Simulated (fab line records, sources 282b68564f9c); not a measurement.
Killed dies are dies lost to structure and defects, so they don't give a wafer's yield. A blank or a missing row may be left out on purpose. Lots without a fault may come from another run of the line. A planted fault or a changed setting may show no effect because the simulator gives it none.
Which tool did it? | flow rit_cmos | 14 lots, 42 wafers sampled, at 6 steps of a route of 202

WHAT THE GAUGES READ, wafer by wafer
RIT_FOX1_THK_MEAS_01. Usual: FOX1_OXIDE_THK 352 nm, standard deviation 6.8.
lot  | measured    | on            | FOX1_OXIDE_THK (nm) | flag
L104 | day 1 20:56 | film_metro-03 | 344 352 347         |
L105 | day 1 23:27 | film_metro-03 | 361 364 365         |
L106 | day 2 03:44 | film_metro-03 | 347 344 349         |
L107 | day 2 10:49 | film_metro-01 | 355 347 360         |
L108 | day 2 14:23 | film_metro-02 | 351 351 351         |
L109 | day 2 18:39 | film_metro-01 | 346 337 336         |
L110 | day 3 01:11 | film_metro-01 | 358 361 357         |
L114 | day 3 20:50 | film_metro-02 | 349 350 346         |
L116 | day 4 06:10 | film_metro-03 | 344 341 344         |
L117 | day 4 10:54 | film_metro-03 | 358 357 361         |
L121 | day 5 05:49 | film_metro-01 | 352 350 353         |
L125 | day 6 02:43 | film_metro-02 | 347 355 355         |
L126 | day 6 07:14 | film_metro-03 | 349 347 347         |
L127 | day 6 11:49 | film_metro-03 | 349 351 350         |

RIT_GATE_THK_MEAS_07. Usual: GATE_OXIDE_THK 3.07 nm, standard deviation 0.062.
lot  | measured    | on            | GATE_OXIDE_THK (nm) | flag
L104 | day 2 15:13 | film_metro-01 | 3.01 3.01 3.02      |
L105 | day 2 16:48 | film_metro-01 | 3.07 3.13 3.05      |
L106 | day 2 21:56 | film_metro-01 | 3.11 3.07 3.10      |
L107 | day 3 04:44 | film_metro-01 | 3.00 3.01 2.89      |
L108 | day 3 06:17 | film_metro-04 | 3.12 3.10 3.07      |
L109 | day 3 12:11 | film_metro-01 | 3.11 3.10 3.12      |
L110 | day 3 17:40 | film_metro-03 | 3.00 2.95 2.94      |
L114 | day 4 16:15 | film_metro-01 | 3.03 3.06 3.18      |
L116 | day 4 23:06 | film_metro-03 | 3.06 3.05 3.15      |
L117 | day 5 04:22 | film_metro-04 | 3.10 3.08 3.09      |
L121 | day 5 23:08 | film_metro-01 | 3.01 3.04 3.08      |
L125 | day 6 20:06 | film_metro-03 | 3.13 3.17 3.12      |
L126 | day 7 00:04 | film_metro-03 | 3.00 3.01 3.01      |
L127 | day 7 05:32 | film_metro-04 | 3.01 2.96 2.97      |

RIT_NSD_TW_MEAS_10. Usual: NSD_TW 3129, standard deviation 32.
lot  | measured    | on            | NSD_TW         | flag
L104 | day 3 04:38 | film_metro-04 | 3194 3173 3163 |
L105 | day 3 07:42 | film_metro-04 | 3181 3173 3171 |
L106 | day 3 11:40 | film_metro-04 | 3173 3171 3165 |
L107 | day 3 18:10 | film_metro-01 | 3116 3108 3089 |
L108 | day 3 20:03 | film_metro-02 | 3164 3150 3175 |
L109 | day 4 02:44 | film_metro-01 | 3104 3094 3099 |
L110 | day 4 08:07 | film_metro-01 | 3095 3106 3108 |
L114 | day 5 05:40 | film_metro-04 | 3150 3138 3142 |
L116 | day 5 12:56 | film_metro-01 | 3316 3313 3326 | OFF
L117 | day 5 17:48 | film_metro-04 | 3400 3399 3376 | OFF
L121 | day 6 13:15 | film_metro-01 | 3108 3097 3092 |
L125 | day 7 09:07 | film_metro-01 | 3093 3085 3074 |
L126 | day 7 14:28 | film_metro-02 | 3144 3125 3152 |
L127 | day 7 18:58 | film_metro-02 | 3144 3147 3125 |

RIT_SDANNEAL_RS_MEAS_05: measures by four-point-probe. Usual: NSD_RS 84.7 ohm/sq, standard deviation 0.3.
lot  | measured    | on            | NSD_RS (ohm/sq) | flag
L104 | day 3 06:48 | film_metro-01 | 84.5 84.8 84.7  |
L105 | day 3 10:01 | film_metro-01 | 84.7 84.5 84.7  |
L106 | day 3 13:43 | film_metro-04 | 84.7 84.6 84.5  |
L107 | day 3 20:14 | film_metro-04 | 84.5 84.1 84.2  |
L108 | day 3 22:08 | film_metro-01 | 84.1 84.7 84.5  |
L109 | day 4 04:50 | film_metro-04 | 84.7 85.1 85.0  |
L110 | day 4 10:08 | film_metro-04 | 84.5 85.1 84.6  |
L114 | day 5 07:55 | film_metro-02 | 84.9 85.0 85.1  |
L116 | day 5 15:14 | film_metro-04 | 63.8 63.8 64.2  | OFF
L117 | day 5 19:50 | film_metro-02 | 64.3 64.1 64.0  | OFF
L121 | day 6 15:19 | film_metro-01 | 84.8 84.8 85.1  |
L125 | day 7 11:16 | film_metro-02 | 85.0 84.8 85.2  |
L126 | day 7 16:34 | film_metro-04 | 84.5 84.9 84.8  |
L127 | day 7 21:05 | film_metro-01 | 85.1 84.6 84.7  |

WHICH TOOL RAN EACH LOT (tool, then ch and the chambers of the sampled wafers, then the start)
lot  | RIT_PWELL_STRIP_09                  | RIT_NSD_IMPLANT_08
L104 | plasma_asher-03 ch 0,1, day 2 04:27 | implanter-01 ch 0, day 3 04:20
L105 | plasma_asher-03 ch 0,1, day 2 05:59 | implanter-04 ch 0, day 3 07:23
L106 | plasma_asher-02 ch 0,1, day 2 09:17 | implanter-03 ch 0, day 3 11:20
L107 | plasma_asher-03 ch 0,1, day 2 16:37 | implanter-03 ch 0, day 3 17:51
L108 | plasma_asher-01 ch 0,1, day 2 19:43 | implanter-01 ch 0, day 3 19:46
L109 | plasma_asher-02 ch 0,1, day 3 00:36 | implanter-04 ch 0, day 4 02:25
L110 | plasma_asher-03 ch 0,1, day 3 06:37 | implanter-01 ch 0, day 4 07:48
L114 | plasma_asher-01 ch 0,1, day 4 03:00 | implanter-04 ch 0, day 5 05:20
L116 | plasma_asher-01 ch 1, day 4 11:45   | implanter-01 ch 0, day 5 12:37
L117 | plasma_asher-01 ch 0,1, day 4 17:31 | implanter-01 ch 0, day 5 17:23
L121 | plasma_asher-03 ch 0,1, day 5 11:23 | implanter-03 ch 0, day 6 12:55
L125 | plasma_asher-03 ch 0,1, day 6 08:08 | implanter-04 ch 0, day 7 08:47
L126 | plasma_asher-03 ch 0,1, day 6 12:41 | implanter-04 ch 0, day 7 14:10
L127 | plasma_asher-03 ch 0,1, day 6 17:23 | implanter-04 ch 0, day 7 18:38
- RIT_PWELL_STRIP_09: strips in O2, time 180 s.
- RIT_NSD_IMPLANT_08

WHAT THE TOOLS THEMSELVES READ (means of the sampled wafers that have a number; where no wafer has one, the mark that the record gives instead)
RIT_PWELL_STRIP_09. Usual: drypump_motor_current_A 5.7 A, standard deviation 0.35.
lot  | tool            | drypump_motor_current_A (A) | flag
L104 | plasma_asher-03 | 5.7                         |
L105 | plasma_asher-03 | 5.7                         |
L106 | plasma_asher-02 | 6.0                         |
L107 | plasma_asher-03 | 5.7                         |
L108 | plasma_asher-01 | 5.7                         |
L109 | plasma_asher-02 | 6.0                         |
L110 | plasma_asher-03 | 5.7                         |
L114 | plasma_asher-01 | 5.3                         |
L116 | plasma_asher-01 | 6.0                         |
L117 | plasma_asher-01 | 5.3                         |
L121 | plasma_asher-03 | 5.7                         |
L125 | plasma_asher-03 | 5.8                         |
L126 | plasma_asher-03 | 5.7                         |
L127 | plasma_asher-03 | 5.7                         |

RIT_NSD_IMPLANT_08. Usual: dose_ions_cm2 9.999e+14, standard deviation 1.1e+12; end_station_pressure_torr 7.5e-06 Torr, standard deviation 3.9e-07; faraday_current_uA 3136, standard deviation 63.
lot  | tool         | dose_ions_cm2 | end_station_pressure_torr (Torr) | faraday_current_uA | flag
L104 | implanter-01 | 9.995e+14     | 7.9e-06                          | 3169               |
L105 | implanter-04 | 1.000e+15     | 7.5e-06                          | 3088               |
L106 | implanter-03 | 9.992e+14     | 7.6e-06                          | 3124               |
L107 | implanter-03 | 9.983e+14     | 7.5e-06                          | 3159               |
L108 | implanter-01 | 1.000e+15     | 7.5e-06                          | 3172               |
L109 | implanter-04 | 1.000e+15     | 7.6e-06                          | 3182               |
L110 | implanter-01 | 1.001e+15     | 7.6e-06                          | 3123               |
L114 | implanter-04 | 9.999e+14     | 7.2e-06                          | 3087               |
L116 | implanter-01 | 1.445e+15     | 8.4e-06                          | 4454               | OFF
L117 | implanter-01 | 1.446e+15     | 8.8e-06                          | 4533               | OFF
L121 | implanter-03 | 1.001e+15     | 7.4e-06                          | 3136               |
L125 | implanter-04 | 9.996e+14     | 7.3e-06                          | 3060               |
L126 | implanter-04 | 9.982e+14     | 7.5e-06                          | 3199               |
L127 | implanter-04 | 1.001e+15     | 8.0e-06                          | 3086               |

THE ANSWER, worked out from the rows above alone
Rule: a lot is off if the mean of its wafers that have a number lies more than 3 standard deviations from the usual mean. A lot without any number at a reading at which 4 lots or more have one is off too. The other lots that the step has rows for count as sound. The gauges are gone through in route order, then the tools' own readings, and for those a lot's mean is taken as printed above. The first step at which some lot is off is used, and at that step the reading that is off furthest; a lot without a number counts as furthest.
Off: L116, L117, at RIT_NSD_TW_MEAS_10 (NSD_TW).
A tool fits if, at a process step before that reading, it ran every lot that is off, and no sound lot after the first of them. The gauges at RIT_NSD_TW_MEAS_10 aren't tried: what is off there is off at RIT_NSD_IMPLANT_08 too, on other tools, and a gauge's error can't cause that. Can't be told from this: 2 tools fit, plasma_asher-01 at RIT_PWELL_STRIP_09, implanter-01 at RIT_NSD_IMPLANT_08.

WHAT THE SIMULATOR HAD PUT IN
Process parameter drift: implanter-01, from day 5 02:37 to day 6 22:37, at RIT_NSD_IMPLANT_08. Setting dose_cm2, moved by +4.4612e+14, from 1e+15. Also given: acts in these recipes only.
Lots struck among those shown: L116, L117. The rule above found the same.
